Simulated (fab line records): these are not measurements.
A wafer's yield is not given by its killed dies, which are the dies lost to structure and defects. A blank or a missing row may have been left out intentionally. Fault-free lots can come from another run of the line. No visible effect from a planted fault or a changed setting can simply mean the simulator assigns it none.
Problem report in the 8D (eight disciplines) form, filled by code + flow rit-cmos + the parts of the form that need people (team, actions taken, sign-off) are left out

== 1. WHAT IS WRONG ==
Mean PSD_TW at RIT_PSD_TW_MEAS_10: 3529 over 9 wafers in 3 lots; fault-free wafers: 3416, standard deviation 21. That puts it +5.4 standard deviations away from the usual mean.
First observed at day 4 09:44: wafer L325.1, on film-metro-03. The record has a number at this step for 45 wafers belonging to 15 lots. By rule, "out" or "out of limits" means more than 4 standard deviations away from the usual mean. The other wafers with a number count as sound.

== 2. WHAT THIS IS AND IS NOT ==
| question                    | is                           | is not                                                                                                   |
|-----------------------------|------------------------------|----------------------------------------------------------------------------------------------------------|
| which readings at this step | PSD_TW                       | -                                                                                                        |
| which lots                  | L325, L327, L328             | L320, L321, L322, L323, L324, L335, L336, L337, L338, L340, L342, L343                                   |
| which wafers of those lots  | all that have a number       | -                                                                                                        |
| read on which gauges        | film-metro-01, film-metro-03 | film-metro-04                                                                                            |
| when                        | from day 4 09:44             | up to then (15 sound wafers); but 21 sound wafers of L335, L336, L337, L338, L340, L342, L343 came after |

== 3. THE SUSPECTS, EACH WITH WHAT RULES IT OUT ==
Counting: a tool at a process step up to the reading stays a suspect if it ran every lot that is out and no sound lot after the first of them.
- the gauge at RIT_PSD_TW_MEAS_10: ruled out. The wafers that are out were read on 2 gauges (film-metro-01, film-metro-03).
- implanter-02 at RIT_PSD_IMPLANT_08: ruled out as a lasting fault. After its first lot that is out, L325 (day 4 09:24), sound lots L343 ran on it.
Left after counting: nothing in the record.

== 4. THE CAUSE (what the simulator had put in) ==
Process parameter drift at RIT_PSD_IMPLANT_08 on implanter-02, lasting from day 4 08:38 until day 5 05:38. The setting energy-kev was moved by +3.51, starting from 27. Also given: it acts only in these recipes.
It was ruled out by counting, in error; the rule expects a fault to strike all lots run on its tool from its start on, and this fault did not.

== 5. THE CHAIN OF EFFECTS, in route order ==
Each row: a reading where the mean over the struck wafers with a number is more than 3 standard deviations away from the usual. Scope: only readings with a usual standard deviation given in the record; hours: median across lots of the time from each lot's start at the first step in this table that gives one to its start at this step; sigmas: change in usual standard deviations.
| hours | step                    | reading         | usual        | on struck wafers | change | sigmas      |
|-------|-------------------------|-----------------|--------------|------------------|--------|-------------|
| 0     | RIT_PSD_IMPLANT_08      | beam-energy-keV | 27.000       | 30.507           | +3.507 | +99 or more |
| 0     | RIT_PSD_TW_MEAS_10      | PSD_TW          | 3416         | 3529             | +113   | +5.4        |
| 1     | RIT_SDANNEAL_RS_MEAS_04 | PSD_RS          | 115.9 ohm/sq | 108.7            | -7.2   | -22         |
Its process steps:
- RIT_PSD_IMPLANT_08

== 6. WHAT WOULD HAVE CAUGHT IT SOONER ==
In this record the first reading out of limits at a measuring or inspecting step was taken at day 4 09:44, 1 hour after the fault began at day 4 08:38.
Tool's own readings at RIT_PSD_IMPLANT_08, beam-energy-keV: out on all struck wafers the step has rows for; an alarm limit on them would have tripped on the first.
